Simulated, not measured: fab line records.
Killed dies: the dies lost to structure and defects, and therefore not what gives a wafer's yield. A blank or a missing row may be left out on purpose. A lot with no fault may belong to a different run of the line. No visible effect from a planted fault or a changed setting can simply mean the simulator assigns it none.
fab line records	flow berkeley-cmos170
record: lots: 5	wafers: 15	last-day: 12
route steps=331 shown PVT@118 GATE@125 FIELD@126
lots that met no fault: from a run of the same line without faults
start-h: start of the lot's first displayed wafer, in hours after the record's first day	wait-h: hours elapsed since this lot's preceding step	" as in the row above	L1.1+2: several wafers, shown together as one row	- value missing, or start not given	* or withheld: withheld	< > ~ a bound
route shown NAME@n: a module of which the file shows steps, and the number in the route of the first	usual: mean/standard deviation of fault-free wafers	same: alike in all rows	chamber/n: place in a boat	sites: the reading at each site	_std_site: standard deviation across them	_edge_site: the outer-site mean with the inner-site mean subtracted	radius-mm: for every site, how far away it sits from the centre of the wafer	mask NAME#n: copy n	behind: tool/chamber where the wafer was last shaped	hold: reason for holding the lot/hours on hold/outcome of the hold	device: names the non-switching transistor (n, p or np)	end of line: tests run on the same wafers once the route is complete	a step with no rows: only its recipe	killed: count of dies lost to structure and defects at first sort (not the wafer's yield)	map: shows each die of a wafer: x if killed, . if not, _ if none is there
set.NAME: setting as actually run; set.NAME@STEP: the setting as run at that earlier step	model.NAME: the simulator's own value behind a step, which no gauge read
lots at some steps of the route; a table a step, a row a wafer
services: when a tool's chamber went out of use (start-h, in hours from the record's first day, below 0 if earlier), for how many hours, and the reason
== steps ==
step: UCB170_PVT_EXPOSE_03
recipe: mask-id: NWELL	target-cd-nm: 3000	na: 0.5	sigma-outer: 0.6	source-shape: conventional	dose-mj: 30
step: UCB170_PVT_PEB_04
recipe: peb-temp-c: 130	peb-time-s: withheld	resist: KrF
step: UCB170_PVT_DEVELOP_05
recipe: developer: TMAH	develop-time-s: 45	resist: KrF	dev-temp-c: 21
step: UCB170_PVT_OVL_MEAS_06
usual: PVT_OVL: 2/4.9
lot.wafer	tool	chamber	start-h	wait-h	PVT_OVL[nm]
L347.1	overlay-01	-	122.57	-	-5
L347.2	"	-	"	"	-1
L347.4	"	-	"	"	3
L357.1	overlay-01	-	176.25	-	-3
L357.3	"	-	"	"	-6
L357.4	"	-	"	"	0
L355.2	overlay-02	-	176.53	-	7
L355.4	"	-	"	"	5
L355.6	"	-	"	"	8
L359.2	overlay-02	-	198.37	-	-3
L359.5	"	-	"	"	-4
L359.6	"	-	"	"	2
L367.2	overlay-01	-	228.77	-	-2
L367.5	"	-	"	"	0
L367.6	"	-	"	"	2
step: UCB170_PVT_IMPLANT_07
recipe: species: P	dose-cm2: 2e+12	energy-kev: 30	tilt-deg: 7
step: UCB170_PVT_STRIP_08
recipe: chemistry: O2	power-w: 400	pressure-mtorr: 3500	platen-temp-c: withheld	o2-flow-sccm: 400	overash-fraction: 0.5
usual: drypump-motor-current-A: 6.0/0.44	oes-product-au: 0.734/0.0042	strip-time-to-endpoint-s: 21.67/0.064
lot.wafer	tool	chamber	start-h	wait-h	drypump-motor-current-A	oes-product-au	rf-hours-counter-h	strip-time-to-endpoint-s
L347.1	plasma-asher-03	1	122.76	0.1	5.5	0.732	1	21.58
L347.2	"	0	"	"	6.3	0.740	1	21.64
L347.4	"	1	"	"	5.5	0.730	-	21.59
L357.1	plasma-asher-01	1	176.44	0.1	6.3	0.729	48	21.65
L357.3	"	0	"	"	6.1	0.733	-	21.68
L357.4	"	1	"	"	6.3	0.731	-	21.63
L355.2	plasma-asher-03	1	176.71	0.1	5.5	0.731	6	21.76
L355.4	"	0	"	"	6.3	0.735	-	21.68
L355.6	"	0	"	"	6.3	0.737	-	21.63
L359.2	plasma-asher-04	1	198.55	0.1	6.5	0.730	52	21.70
L359.5	"	0	"	"	5.3	0.735	-	21.79
L359.6	"	1	"	"	6.5	0.738	-	21.83
L367.2	plasma-asher-01	1	228.95	0.1	6.3	0.727	54	21.75
L367.5	"	0	"	"	6.1	0.741	-	21.73
L367.6	"	1	"	"	6.3	0.723	-	21.79
step: UCB170_PVT_TW_MEAS_09
usual: PVT_TW: 510/3.6
lot.wafer	tool	chamber	start-h	wait-h	PVT_TW
L347.1	film-metro-04	-	122.86	0.1	514
L347.2	"	-	"	"	515
L347.4	"	-	"	"	514
L357.1	film-metro-01	-	176.54	0.1	512
L357.3	"	-	"	"	509
L357.4	"	-	"	"	511
L355.2	film-metro-01	-	176.82	0.1	509
L355.4	"	-	"	"	510
L355.6	"	-	"	"	507
L359.2	film-metro-03	-	198.66	0.1	508
L359.5	"	-	"	"	508
L359.6	"	-	"	"	507
L367.2	film-metro-01	-	229.06	0.1	512
L367.5	"	-	"	"	513
L367.6	"	-	"	"	510
step: UCB170_GATE_WET_ETCH_00
recipe: chemistry: dHF	dilution: 25:1	target: SiO2	temp-c: 25	time-s: 200
step: UCB170_FIELD_THK_MEAS_91
recipe: reads: SiO2_of_FIELD_OXIDATION_01
usual: FIELD_OXIDE_LEFT_2_THK: 352/11
lot.wafer	tool	chamber	start-h	wait-h	FIELD_OXIDE_LEFT_2_THK[nm]
L347.1	film-metro-03	-	122.98	0.0	352
L347.2	"	-	"	"	345
L347.4	"	-	"	"	351
L357.1	film-metro-03	-	176.66	0.0	347
L357.3	"	-	"	"	340
L357.4	"	-	"	"	342
L355.2	film-metro-04	-	176.95	0.0	340
L355.4	"	-	"	"	330
L355.6	"	-	"	"	341
L359.2	film-metro-04	-	198.78	0.0	341
L359.5	"	-	"	"	333
L359.6	"	-	"	"	328
L367.2	film-metro-01	-	229.18	0.0	362
L367.5	"	-	"	"	353
L367.6	"	-	"	"	357
step: UCB170_GATE_OXIDATION_01
recipe: temp-c: 850	ambient: O2	target-thk-a: 66	ox-time-s: 1800
step: UCB170_GATE_THK_MEAS_02
recipe: reads: SiO2_of_GATE_OXIDATION_01
usual: GATE_OXIDE_THK: 6.55/0.12
lot.wafer	tool	chamber	start-h	wait-h	GATE_OXIDE_THK[nm]
L347.1	film-metro-04	-	126.25	0.0	6.51
L347.2	"	-	"	"	6.36
L347.4	"	-	"	"	6.44
L357.1	film-metro-04	-	182.25	0.0	6.48
L357.3	"	-	"	"	6.61
L357.4	"	-	"	"	6.54
L355.2	film-metro-02	-	182.30	0.0	6.74
L355.4	"	-	"	"	6.67
L355.6	"	-	"	"	6.70
L359.2	film-metro-04	-	203.66	0.0	6.56
L359.5	"	-	"	"	6.60
L359.6	"	-	"	"	6.59
L367.2	film-metro-02	-	233.06	0.0	6.58
L367.5	"	-	"	"	6.56
L367.6	"	-	"	"	6.55
step: UCB170_GATE_ANNEAL_03
recipe: temp-c: 900	time-s: 1800	ambient: N2
step: UCB170_GATE_CVD_04
recipe: material: poly-Si	temp-c: 610	precursor: SiH4	time-s: 1440	pressure-mtorr: 375	target-thk-nm: 214	sih4-flow-sccm: 120
lot.wafer	tool	chamber	start-h	wait-h	model.poly-Si_of_GATE_CVD_04.thk-nm
L347.1	lpcvd-01	1	134.07	1.5	214.2
L347.2	"	1	"	"	213.9
L347.4	"	1	"	"	213.4
L355.2	lpcvd-02	1	188.95	0.1	303.5
L355.4	"	1	"	"	303.1
L355.6	"	1	"	"	303.3
L357.1	lpcvd-02	0	188.95	0.1	217.9
L357.3	"	0	"	"	219.1
L357.4	"	0	"	"	217.8
L359.2	lpcvd-01	1	210.99	0.4	210.9
L359.5	"	1	"	"	212.6
L359.6	"	1	"	"	211.6
L367.2	lpcvd-01	1	236.19	0.0	213.4
L367.5	"	1	"	"	215
L367.6	"	1	"	"	215.9
step: UCB170_GATE_THK_MEAS_05
recipe: reads: poly-Si_of_GATE_CVD_04
usual: GATE_POLY_THK: 214.8/2
lot.wafer	tool	chamber	start-h	wait-h	GATE_POLY_THK[nm]
L347.1	film-metro-02	-	135.47	0.0	214.2
L347.2	"	-	"	"	213.9
L347.4	"	-	"	"	213.4
L357.1	film-metro-01	-	190.35	0.0	217.9
L357.3	"	-	"	"	219.0
L357.4	"	-	"	"	217.9
L355.2	film-metro-02	-	190.36	0.0	303.5
L355.4	"	-	"	"	302.9
L355.6	"	-	"	"	303.4
L359.2	film-metro-01	-	212.40	0.0	211.1
L359.5	"	-	"	"	212.7
L359.6	"	-	"	"	211.6
L367.2	film-metro-01	-	237.60	0.0	213.3
L367.5	"	-	"	"	215.3
L367.6	"	-	"	"	215.8
step: UCB170_GATE_COAT_06
recipe: resist: BARC	temp-c: withheld	time-s: withheld	spin-rpm: 3000	resist-thk-nm: withheld
step: UCB170_GATE_COAT_07
recipe: resist: KrF	spin-rpm: 1500	resist-thk-nm: 900
step: UCB170_GATE_SOFTBAKE_08
recipe: resist: KrF	temp-c: 130	time-s: 60
step: UCB170_GATE_EXPOSE_09
recipe: mask-id: POLY	target-cd-nm: 350	na: 0.5	sigma-outer: 0.6	source-shape: conventional	dose-mj: 21
step: UCB170_GATE_PEB_10
recipe: peb-temp-c: 130	peb-time-s: withheld	resist: KrF
step: UCB170_GATE_DEVELOP_11
recipe: developer: TMAH	develop-time-s: 45	resist: KrF	dev-temp-c: 21
step: UCB170_GATE_CD_MEAS_12
recipe: target-cd-nm: 350
usual: cd-nm: 350.2/1.5
lot.wafer	tool	chamber	start-h	wait-h	cd-nm
L347.1	cd-sem-02	-	136.68	-	349.7
L347.2	"	-	"	"	349.8
L347.4	"	-	"	"	350.9
L357.1	cd-sem-02	-	191.74	-	348.9
L357.3	"	-	"	"	350.4
L357.4	"	-	"	"	350.4
L355.2	cd-sem-02	-	192.03	-	351.5
L355.4	"	-	"	"	351.4
L355.6	"	-	"	"	351.6
L359.2	cd-sem-01	-	214.17	-	352.0
L359.5	"	-	"	"	351.1
L359.6	"	-	"	"	350.3
L367.2	cd-sem-01	-	238.51	-	351.7
L367.5	"	-	"	"	351.8
L367.6	"	-	"	"	353.1
step: UCB170_GATE_OVL_MEAS_13
usual: GATE_OVL: 1/5.1
lot.wafer	tool	chamber	start-h	wait-h	GATE_OVL[nm]
L347.1	overlay-02	-	136.80	0.1	9
L347.2	"	-	"	"	9
L347.4	"	-	"	"	6
L357.1	overlay-02	-	191.86	0.1	-5
L357.3	"	-	"	"	-9
L357.4	"	-	"	"	-2
L355.2	overlay-02	-	192.14	0.1	5
L355.4	"	-	"	"	1
L355.6	"	-	"	"	3
L359.2	overlay-02	-	214.27	0.1	-1
L359.5	"	-	"	"	2
L359.6	"	-	"	"	4
L367.2	overlay-01	-	238.61	0.1	-2
L367.5	"	-	"	"	-7
L367.6	"	-	"	"	3
step: UCB170_GATE_ETCH_14
recipe: chemistry: N2/H2	target-depth-a: withheld	overetch-a: withheld	target: BARC	time-s: withheld	source-w: 500	bias-w: 100	pressure-mtorr: 30	n2-flow-sccm: 100	h2-flow-sccm: 200
usual: drypump-motor-current-A: 5.7/0.54	oes-product-au: 0.999/0.021	throttle-valve-pct: 13.13/0.092
lot.wafer	tool	chamber	start-h	wait-h	drypump-motor-current-A	oes-product-au	throttle-valve-pct
L347.1	rie-diel-02	1	136.84	0.0	5.1	1.021	13.13
L347.2	"	0	"	"	4.7	0.985	13.13
L347.4	"	2	"	"	5.2	1.014	13.11
L357.1	rie-diel-01	2	191.89	0.0	5.4	1.047	13.29
L357.3	"	3	"	"	6.2	1.018	13.11
L357.4	"	1	"	"	6.1	0.992	13.00
L355.2	rie-diel-02	2	192.17	0.0	5.2	0.963	13.07
L355.4	"	0	"	"	4.7	0.992	13.13
L355.6	"	2	"	"	5.2	0.961	13.05
L359.2	rie-diel-01	2	214.30	0.0	5.4	1.036	13.31
L359.5	"	0	"	"	6.3	1.005	13.14
L359.6	"	3	"	"	6.2	1.012	13.10
L367.2	rie-diel-03	2	238.64	0.0	5.5	0.998	13.20
L367.5	"	0	"	"	5.9	0.993	13.24
L367.6	"	1	"	"	5.3	1.029	13.17
step: UCB170_GATE_ETCH_15
recipe: chemistry: HBr/Cl2	target: poly-Si	stop-on: SiO2	over-etch-frac: 0.3	icp-w: 300	bias-w: 150	time-s: 56.3	pressure-mtorr: 15	HBr_flow_sccm: 150	Cl2_flow_sccm: 50	target-depth-a: 2782
usual: drypump-motor-current-A: 5.9/0.44	oes-product-au: 0.830/0.011	throttle-valve-pct: 26.5/0.3
lot.wafer	tool	chamber	start-h	wait-h	drypump-motor-current-A	oes-product-au	rf-hours-counter-h	throttle-valve-pct	model.etch.depth-nm	model.GATE.feature-depth-nm
L347.1	rie-si-02	3	136.88	-	5.6	0.826	98	27.1	214.2	214.2
L347.2	"	2	"	"	5.3	0.819	26	26.8	213.9	213.9
L347.4	"	0	"	"	6.4	0.843	122	26.5	213.4	213.5
L357.1	rie-si-01	0	191.93	-	6.6	0.840	2	26.6	217.9	217.9
L357.3	"	3	"	"	6.5	0.858	52	26.2	219.1	219.1
L357.4	"	1	"	"	5.7	0.833	38	26.6	217.8	217.9
L355.2	rie-si-01	1	192.21	-	5.7	1.007	38	26.6	283.4	283.4
L355.4	"	0	"	"	6.6	0.990	2	26.6	276.4	276.4
L355.6	"	3	"	"	6.5	1.000	-	26.3	272.6	272.6
L359.2	rie-si-02	0	214.34	-	6.3	0.818	0	26.4	210.9	211
L359.5	"	0	"	"	6.3	0.824	-	26.4	212.6	212.7
L359.6	"	3	"	"	5.6	0.826	-	27.1	211.6	211.6
L367.2	rie-si-01	3	238.68	-	6.5	0.851	52	26.3	213.4	213.4
L367.5	"	2	"	"	5.5	0.838	-	26.2	215	215
L367.6	"	3	"	"	6.5	0.845	-	26.3	215.9	215.9
step: UCB170_GATE_STRIP_16
recipe: chemistry: O2	power-w: 400	pressure-mtorr: 3500	platen-temp-c: withheld	o2-flow-sccm: 400	overash-fraction: 0.5
usual: drypump-motor-current-A: 5.9/0.35	oes-product-au: 0.724/0.0044
lot.wafer	tool	chamber	start-h	wait-h	drypump-motor-current-A	oes-product-au	rf-hours-counter-h	model.poly-Si_of_GATE_CVD_04.thk-nm
L347.1	plasma-asher-02	1	136.93	0.0	5.4	0.725	33	213.8
L347.2	"	0	"	"	5.8	0.721	33	213.5
L347.4	"	0	"	"	5.8	0.716	-	213.1
L357.1	plasma-asher-03	1	191.98	0.0	5.5	0.723	7	217.6
L357.3	"	1	"	"	5.5	0.723	-	218.7
L357.4	"	0	"	"	6.2	0.730	-	217.5
L355.2	plasma-asher-03	1	192.26	0.0	5.5	0.726	7	303.1
L355.4	"	0	"	"	6.3	0.719	-	302.7
L355.6	"	1	"	"	5.5	0.730	-	302.9
L359.2	plasma-asher-01	0	214.39	0.0	6.1	0.721	52	210.6
L359.5	"	1	"	"	6.3	0.729	-	212.2
L359.6	"	0	"	"	6.1	0.729	-	211.2
L367.2	plasma-asher-02	1	238.73	0.0	5.4	0.726	43	213
L367.5	"	0	"	"	5.8	0.729	-	214.6
L367.6	"	1	"	"	5.4	0.722	-	215.5
step: UCB170_GATE_CD_MEAS_90
recipe: target-cd-nm: 350
usual: cd-nm: 349.9/1.6
lot.wafer	tool	chamber	start-h	wait-h	cd-nm
L347.1	cd-sem-02	-	137.03	0.1	350.9
L347.2	"	-	"	"	350.0
L347.4	"	-	"	"	351.2
L357.1	cd-sem-01	-	192.08	0.1	348.5
L357.3	"	-	"	"	349.6
L357.4	"	-	"	"	350.0
L355.2	cd-sem-02	-	192.38	0.1	352.5
L355.4	"	-	"	"	351.0
L355.6	"	-	"	"	352.5
L359.2	cd-sem-02	-	214.51	0.1	351.3
L359.5	"	-	"	"	350.9
L359.6	"	-	"	"	349.6
L367.2	cd-sem-01	-	238.85	0.1	351.8
L367.5	"	-	"	"	351.3
L367.6	"	-	"	"	352.2
== services ==
tool	chamber	start-h	hours	kind
plasma-asher-03	-	108.75	9.0	pm
plasma-asher-03	0	108.75	9.0	vent-cycle
plasma-asher-03	1	108.75	9.0	vent-cycle
rie-diel-02	3	111.54	5.4	repair
rie-diel-01	-	112.93	2.9	repair
rie-si-01	1	112.96	1.6	repair
plasma-asher-02	-	113.90	3.8	repair
plasma-asher-03	0	117.75	-	clean
plasma-asher-03	1	117.75	-	clean
rie-diel-01	-	118.62	0.6	repair
rie-si-02	1	133.59	3.1	repair
rie-si-01	2	140.53	8.7	repair
rie-si-02	0	157.31	11.1	repair
rie-si-01	2	161.39	-	clean
rie-si-01	2	161.39	13.9	scheduled-down
rie-si-02	2	178.05	9.8	repair
rie-si-01	1	187.98	3.5	repair
rie-si-02	1	206.83	1.2	repair
rie-si-01	3	214.35	2.4	repair
rie-si-01	-	214.86	14.6	pm
plasma-asher-03	-	224.22	1.3	repair
rie-si-02	0	227.10	14.4	repair
plasma-asher-02	-	234.05	2.1	repair
plasma-asher-03	-	237.70	1.5	repair
== key ==
first-sign: step: UCB170_GATE_THK_MEAS_05	reading: GATE_POLY_THK	direction: up	sigmas: 44	usual: 214.8	struck: 303.2
effect: step: UCB170_GATE_ETCH_15	reading: oes-product-au	direction: up	sigmas: 15	usual: 0.830	struck: 0.999
model-effect: step: UCB170_GATE_CVD_04	value: poly-Si_of_GATE_CVD_04.thk-nm	without: 218	struck: 303.3
model-effect: step: UCB170_GATE_ETCH_15	value: etch.depth-nm	without: 218	struck: 277.5
model-effect: step: UCB170_GATE_STRIP_16	value: poly-Si_of_GATE_CVD_04.thk-nm	without: 217.6	struck: 302.9
met-at UCB170_GATE_CVD_04
struck-wafers L355.2,L355.4,L355.6
later-rows-left-out L355.2,L355.4,L355.6
sort-left-out L355.2,L355.4,L355.6
tester-left-out L355
also-fits UCB170_PVT_STRIP_08:plasma-asher-03
fault: kind: process-parameter-drift	tool: lpcvd-02	chamber: 1	onset-h: 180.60	steps: UCB170_GATE_CVD_04	channel: time-s	offset: *	shape: step	end-h: 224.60	acts-in: *	stated: *
tester-left-out: of these lots the tester's yield and bins aren't shown, on N5 and GAA mostly nor the transistor test; their killed dies are dies lost to structure and defects alone, not to doping, threshold or leakage, so they don't give the yield
sort-left-out: the simulated sort isn't trusted on such a fault, so these wafers' sort isn't shown, and their yield isn't known
later-rows-left-out: the simulator's readings of these wafers behind a module that went badly wrong aren't trusted and aren't shown, but for the sort
